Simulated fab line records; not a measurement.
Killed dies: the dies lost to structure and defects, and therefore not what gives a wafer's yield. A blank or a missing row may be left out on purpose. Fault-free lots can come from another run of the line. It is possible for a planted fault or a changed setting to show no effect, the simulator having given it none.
Lot-split experiment | flow ritCmos | 27 wafers read from 5 lots, route of 202 steps

## THE SPLIT
At RIT_SPACER_CLEAN_00 (cleans in SC1, time 600 s), the setting timeS was moved away from the recipe's 600 s on 24 of the 27 wafers read, by -43.5% to +48.3%. For the rest of the wafers, this setting stayed at what the recipe calls for.

The split's own step is where the reading is taken.

## THE READING
SiO2_of_REOX_OXIDATION_03.thkNm (the simulator's own value, which no gauge read), in nm, at RIT_SPACER_CLEAN_00 (cleans in SC1, time 600 s). The file gives no usual value for it. The 3 wafers here that ran the recipe average 23.51 nm, standard deviation 0.13 nm.

wafer  | tool, chamber at the split | timeS as run, s | against the recipe | SiO2_of_REOX_OXIDATION_03.thkNm, nm | against lot-mates on the recipe
L077.1 | -, -                       | 339.2           | -43.5%             | 25.06                               | no lot-mate on the recipe
L077.2 | -, -                       | 339.2           | -43.5%             | 25.18                               | no lot-mate on the recipe
L077.3 | -, -                       | 339.2           | -43.5%             | 25.15                               | no lot-mate on the recipe
L077.4 | -, -                       | 339.2           | -43.5%             | 25.01                               | no lot-mate on the recipe
L077.5 | -, -                       | 339.2           | -43.5%             | 24.37                               | no lot-mate on the recipe
L077.6 | -, -                       | 339.2           | -43.5%             | 24.95                               | no lot-mate on the recipe
L078.1 | -, -                       | 506             | -15.7%             | 24.2                                | no lot-mate on the recipe
L078.2 | -, -                       | 506             | -15.7%             | 23.51                               | no lot-mate on the recipe
L078.3 | -, -                       | 506             | -15.7%             | 23.96                               | no lot-mate on the recipe
L078.4 | -, -                       | 506             | -15.7%             | 23.89                               | no lot-mate on the recipe
L078.5 | -, -                       | 506             | -15.7%             | 23.93                               | no lot-mate on the recipe
L078.6 | -, -                       | 506             | -15.7%             | 24.08                               | no lot-mate on the recipe
L080.1 | wetBench-03, 2             | 600             | recipe             | 23.66                               | -
L080.3 | wetBench-03, 2             | 600             | recipe             | 23.34                               | -
L080.4 | wetBench-03, 2             | 600             | recipe             | 23.54                               | -
L083.1 | -, -                       | 766             | +27.7%             | 23.07                               | no lot-mate on the recipe
L083.2 | -, -                       | 766             | +27.7%             | 23.2                                | no lot-mate on the recipe
L083.3 | -, -                       | 766             | +27.7%             | 22.91                               | no lot-mate on the recipe
L083.4 | -, -                       | 766             | +27.7%             | 22.88                               | no lot-mate on the recipe
L083.5 | -, -                       | 766             | +27.7%             | 22.84                               | no lot-mate on the recipe
L083.6 | -, -                       | 766             | +27.7%             | 23.09                               | no lot-mate on the recipe
L084.1 | -, -                       | 889.8           | +48.3%             | 22.53                               | no lot-mate on the recipe
L084.2 | -, -                       | 889.8           | +48.3%             | 22.8                                | no lot-mate on the recipe
L084.3 | -, -                       | 889.8           | +48.3%             | 22.62                               | no lot-mate on the recipe
L084.4 | -, -                       | 889.8           | +48.3%             | 22.24                               | no lot-mate on the recipe
L084.5 | -, -                       | 889.8           | +48.3%             | 22.5                                | no lot-mate on the recipe
L084.6 | -, -                       | 889.8           | +48.3%             | 22.79                               | no lot-mate on the recipe

THE FIT
A straight line over all 27 wafers: SiO2_of_REOX_OXIDATION_03.thkNm changes by -0.0251 nm for each +1% of timeS; r = -0.96; the points scatter about the line by 0.25 nm.
Too few moved wafers have a lot-mate on the recipe to fit a line with each lot's own level taken away.

## THE WHOLE CHAIN: every reading that the file lists as answering this split, in the file's order
step                | what it does              | reading                                                                          | change (the file's fit)                | r (the file's)
RIT_SPACER_CLEAN_00 | cleans in SC1, time 600 s | SiO2_of_FOX2_OXIDATION_00.thkNm (the simulator's own value, which no gauge read) | +0.314 nm for each +1% of the setting  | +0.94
RIT_SPACER_CLEAN_00 | cleans in SC1, time 600 s | SiO2_of_REOX_OXIDATION_03.thkNm (the simulator's own value, which no gauge read) | -0.0251 nm for each +1% of the setting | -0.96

## THE FILE'S OWN FIT
SiO2_of_REOX_OXIDATION_03.thkNm changes by -0.0251 nm for each +1% of timeS, r = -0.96.
